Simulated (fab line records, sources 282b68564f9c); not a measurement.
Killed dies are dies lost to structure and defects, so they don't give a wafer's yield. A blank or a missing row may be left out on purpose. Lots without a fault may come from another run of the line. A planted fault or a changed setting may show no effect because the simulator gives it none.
Split-lot experiment | flow rit_cmos | 5 lots, 23 wafers read, on a route of 202 steps

THE SPLIT
At RIT_PLDD_COAT_01 (resist thk 1000 nm), the setting resist_thk_nm was moved away from the recipe's 1000 nm on 8 of the 23 wafers read, by -2.3% to +4.6%. The other wafers ran this setting at the recipe's value.

FROM THE SPLIT TO THE READING: what the file shows between them, 3 steps
- RIT_PLDD_SOFTBAKE_02: time 60 s
- RIT_PLDD_EXPOSE_03: exposes mask M8, target cd 40900 nm
- RIT_PLDD_DEVELOP_05: develop time 50 s

THE READING
NOVOLAK_of_PLDD_COAT_01.thk_nm (the simulator's own value, which no gauge read), in nm, at RIT_PLDD_HARDBAKE_07 (time 60 s). The file gives no usual value for it. The 15 wafers here that ran the recipe average 884.9 nm, standard deviation 2.2 nm.

wafer  | tool, chamber at the split | resist_thk_nm as run, nm | against the recipe | NOVOLAK_of_PLDD_COAT_01.thk_nm, nm | against lot-mates on the recipe
L074.1 | litho_track-02, 0          | 1046                     | +4.6%              | 922.6                              | +41.8
L074.2 | litho_track-02, 0          | 1046                     | +4.6%              | 921.5                              | +40.7
L074.3 | litho_track-02, 0          | 1000                     | recipe             | 879.8                              | -
L074.4 | litho_track-02, 0          | 1046                     | +4.6%              | 923.3                              | +42.5
L074.6 | litho_track-02, 0          | 1000                     | recipe             | 881.8                              | -
L078.1 | litho_track-04, 0          | 1000                     | recipe             | 883                                | -
L078.2 | litho_track-04, 0          | 1018                     | +1.8%              | 899.2                              | +16.0
L078.4 | litho_track-04, 0          | 1018                     | +1.8%              | 901.2                              | +18.0
L078.5 | litho_track-04, 0          | 1000                     | recipe             | 883.4                              | -
L078.6 | litho_track-04, 0          | 1018                     | +1.8%              | 899.8                              | +16.6
L081.2 | litho_track-02, 0          | 1000                     | recipe             | 885.5                              | -
L081.3 | litho_track-02, 0          | 1000                     | recipe             | 886                                | -
L081.6 | litho_track-02, 0          | 1000                     | recipe             | 885.6                              | -
L082.1 | litho_track-02, 0          | 977                      | -2.3%              | 867.6                              | -20.1
L082.3 | litho_track-02, 0          | 1000                     | recipe             | 888.4                              | -
L082.6 | litho_track-02, 0          | 1000                     | recipe             | 888.4                              | -
L082.4 | litho_track-02, 0          | 1000                     | recipe             | 886.3                              | -
L082.5 | litho_track-02, 0          | 977                      | -2.3%              | 864.7                              | -23.0
L085.1 | litho_track-03, 0          | 1000                     | recipe             | 886.7                              | -
L085.2 | litho_track-03, 0          | 1000                     | recipe             | 884.7                              | -
L085.4 | litho_track-03, 0          | 1000                     | recipe             | 885.5                              | -
L085.5 | litho_track-03, 0          | 1000                     | recipe             | 884.3                              | -
L085.6 | litho_track-03, 0          | 1000                     | recipe             | 883.9                              | -

THE FIT
A straight line over all 23 wafers: NOVOLAK_of_PLDD_COAT_01.thk_nm changes by +8.19 nm for each +1% of resist_thk_nm; r = +0.99; the points scatter about the line by 2 nm.
The same after taking each lot's own level away (the mean of its wafers on the recipe; 23 wafers): +9.14 nm for each +1%; r = +1.00; scatter 0.96 nm.
On that fit, the largest move of resist_thk_nm shifts the reading by 42 nm.
The lots' own levels span 880.80 to 887.70 nm, that is 3.1 times the standard deviation above.
So the lot-to-lot level changes the slope: the two fits differ.
Check: with one of the wafers moved furthest among these (+4.6%) left out of the fit, the line predicts +42.1 nm for it against its lot-mates. It came out at +41.8 nm against them.

OTHER SPLITS ON THESE WAFERS
These wafers also went through other splits before the reading. Each is held against what the fit with the lots' levels taken away leaves over:
other split on the same wafers      | wafers away from the commonest value | r with NOVOLAK_of_PLDD_COAT_01.thk_nm (lot level and that fit taken away)
RIT_ACTIVE_OXIDATION_01 temp_c      | 15                                   | +0.13
RIT_ACTIVE_CVD_03 sih2cl2_flow_sccm | 18                                   | -0.06
RIT_ACTIVE_DEVELOP_10 dev_temp_c    | 9                                    | +0.05
RIT_FOX1_OXIDATION_00 ox_time_s     | 10                                   | +0.03
RIT_NWELL_SOFTBAKE_02 temp_c        | 4                                    | +0.33
RIT_NWELL_IMPLANT_08 energy_kev     | 7                                    | +0.04
RIT_PWELL_IMPLANT_08 energy_kev     | 6                                    | +0.21
RIT_NRETRO_IMPLANT_08 dose_cm2      | 6                                    | -0.23
RIT_PRETRO_SOFTBAKE_02 temp_c       | 7                                    | -0.28
RIT_GATE_OXIDATION_05 temp_c        | 5                                    | +0.17
RIT_NLDD_COAT_01 resist_thk_nm      | 7                                    | -0.27

THE WHOLE CHAIN: every reading that the file lists as answering this split, in the file's order
step                 | what it does       | reading                                                                         | change (the file's fit)              | r (the file's)
RIT_PLDD_COAT_01     | resist thk 1000 nm | NOVOLAK_of_PLDD_COAT_01.thk_nm (the simulator's own value, which no gauge read) | +10.5 nm for each +1% of the setting | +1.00
RIT_PLDD_HARDBAKE_07 | time 60 s          | NOVOLAK_of_PLDD_COAT_01.thk_nm (the simulator's own value, which no gauge read) | +9.15 nm for each +1% of the setting | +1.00

THE FILE'S OWN FIT
NOVOLAK_of_PLDD_COAT_01.thk_nm changes by +9.15 nm for each +1% of resist_thk_nm, r = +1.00.
